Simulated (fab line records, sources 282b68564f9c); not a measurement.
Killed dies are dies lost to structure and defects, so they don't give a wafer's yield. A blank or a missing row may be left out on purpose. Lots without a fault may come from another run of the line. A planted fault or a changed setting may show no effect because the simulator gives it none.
Chamber matching | flow rit_cmos | RIT_GATE_ETCH_19 on rie_si-02: 4 sister chambers
The step etches poly-Si in SF6/CHF3/O2, stops on SiO2, time 165 s, target depth 312.5 nm. 8 wafers are shown with their chamber, then 9 later ones without.

WAFERS WITH THEIR CHAMBER
wafer  | chamber | drypump_motor_current_A (A) | throttle_valve_pct (%)
L337.5 | 1       | 6.0                         | 10.28
L339.5 | 2       | 5.0                         | 10.18
L341.1 | 2       | 4.9                         | 10.19
L341.4 | 3       | 5.6                         | 10.36
L341.5 | 0       | 5.7                         | 10.28
L343.1 | 0       | 5.7                         | 10.28
L343.3 | 1       | 6.0                         | 10.29
L343.5 | 3       | 5.6                         | 10.37

WAFERS WITHOUT THEIR CHAMBER
wafer  | drypump_motor_current_A (A) | throttle_valve_pct (%)
L345.3 | 6.0                         | 10.27
L345.4 | 5.7                         | 10.29
L345.5 | 4.9                         | 10.19
L347.1 | 5.6                         | 10.36
L347.5 | 5.7                         | 10.28
L347.6 | 6.0                         | 10.29
L351.3 | 6.0                         | 10.29
L351.4 | 4.9                         | 10.17
L351.5 | 6.0                         | 10.29

WHICH CHAMBER EACH WENT THROUGH
wafer  | from the rows above | in truth
L345.3 | 1                   | 1
L345.4 | 0                   | 0
L345.5 | 2                   | 2
L347.1 | 3                   | 3
L347.5 | 0                   | 0
L347.6 | 1                   | 1
L351.3 | 1                   | 1
L351.4 | 2                   | 2
L351.5 | 1                   | 1
Placed correctly: 9 of 9. Can't be placed from these rows: 0. Placed wrongly: 0.
How it was worked out, from the rows above alone: a wafer's distance from a chamber is the root of the sum, over the readings, of the square of ((its reading less the chamber's mean) divided by the reading's scatter). The wafer belongs to the nearest chamber; if the next one is less than 2 further off, it can't be placed. A chamber's mean is the mean of its shown wafers. The scatter: the root of (the sum of the squares of (reading less its chamber's mean) over the shown wafers, divided by (wafers less chambers)).
